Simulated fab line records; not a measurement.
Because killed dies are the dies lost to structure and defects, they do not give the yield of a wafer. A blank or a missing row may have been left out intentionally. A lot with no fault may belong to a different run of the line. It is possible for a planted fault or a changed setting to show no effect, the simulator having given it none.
Code-filled problem report in 8D (eight disciplines) form + flow berkeley cmos170 + the parts of the form that need people (team, actions taken, sign-off) are left out

## 1. WHAT IS WRONG
Wafers without a fault read 9.999e+12, standard deviation 9.3e+09; dose ions cm2 at UCB170_NWELL_IMPLANT_14 reads a mean of 9.198e+12 on 6 wafers belonging to 2 lots. That puts it -86 standard deviations away from the usual mean.
Earliest sighting: wafer L279.2 on implanter-04 at day 4 14:59. The record holds 42 wafers of 14 lots with a number at this step. Rule for "out" (also "out of limits"): further than 4 standard deviations from the usual mean. The rest of the wafers with a number are treated as sound.

## 2. WHAT IT IS, AND WHAT IT ISN'T
| question                    | is                     | is not                                                                                             |
|-----------------------------|------------------------|----------------------------------------------------------------------------------------------------|
| which readings at this step | dose ions cm2          | -                                                                                                  |
| which lots                  | L279, L281             | L269, L270, L272, L274, L275, L276, L285, L286, L287, L288, L289, L292                             |
| which wafers of those lots  | all that have a number | -                                                                                                  |
| read on which tools         | implanter-04           | implanter-02, implanter-03                                                                         |
| when                        | from day 4 14:59       | up to then (18 sound wafers); but 18 sound wafers of L285, L286, L287, L288, L289, L292 came after |

## 3. WHAT RULES OUT EACH SUSPECT
Counting: a tool at a process step up to the reading stays a suspect if it ran every lot that is out and no sound lot after the first of them.
- implanter-04 at UCB170_NWELL_IMPLANT_14: kept. It processed each lot that is out, first L279 at day 4 14:59, and no sound lot thereafter; up to then, the last sound lot it processed was L276 at day 3 22:59. Out on those wafers are its own readings of dose ions cm2.
Left after counting: implanter-04 at UCB170_NWELL_IMPLANT_14.

## 4. THE CAUSE (what the simulator had put in)
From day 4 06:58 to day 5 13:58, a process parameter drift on implanter-04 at UCB170_NWELL_IMPLANT_14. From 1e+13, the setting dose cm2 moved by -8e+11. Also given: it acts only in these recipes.
The count eliminated every tool but this one.

## 5. THE CHAIN OF EFFECTS, in route order
Each row: a reading where the mean over the struck wafers with a number is more than 3 standard deviations away from the usual. Scope: only readings with a usual standard deviation given in the record; hours: median across lots of the time from each lot's start at the first step in this table that gives one to its start at this step; sigmas: change in usual standard deviations.
| hours | step                    | reading            | usual     | on struck wafers | change     | sigmas |
|-------|-------------------------|--------------------|-----------|------------------|------------|--------|
| 0     | UCB170_NWELL_IMPLANT_14 | dose ions cm2      | 9.999e+12 | 9.198e+12        | -8.012e+11 | -86    |
| 0     | UCB170_NWELL_IMPLANT_14 | faraday current uA | 31.6      | 29.3             | -2.3       | -3.5   |
| 0     | UCB170_NWELL_TW_MEAS_16 | NWELL_TW           | 1245      | 1207             | -38        | -3.2   |
Here are the process steps it includes:
- UCB170_NWELL_IMPLANT_14
Later steps that measure or inspect, where all struck wafers having a row at the step show a number for every such reading and not one has moved that far: UCB170_PWELL_OVL_MEAS_13.

## 6. HOW IT WOULD HAVE BEEN CAUGHT EARLIER
In this record the first reading out of limits was taken at day 4 14:59, 8 hours after the fault began at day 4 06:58.
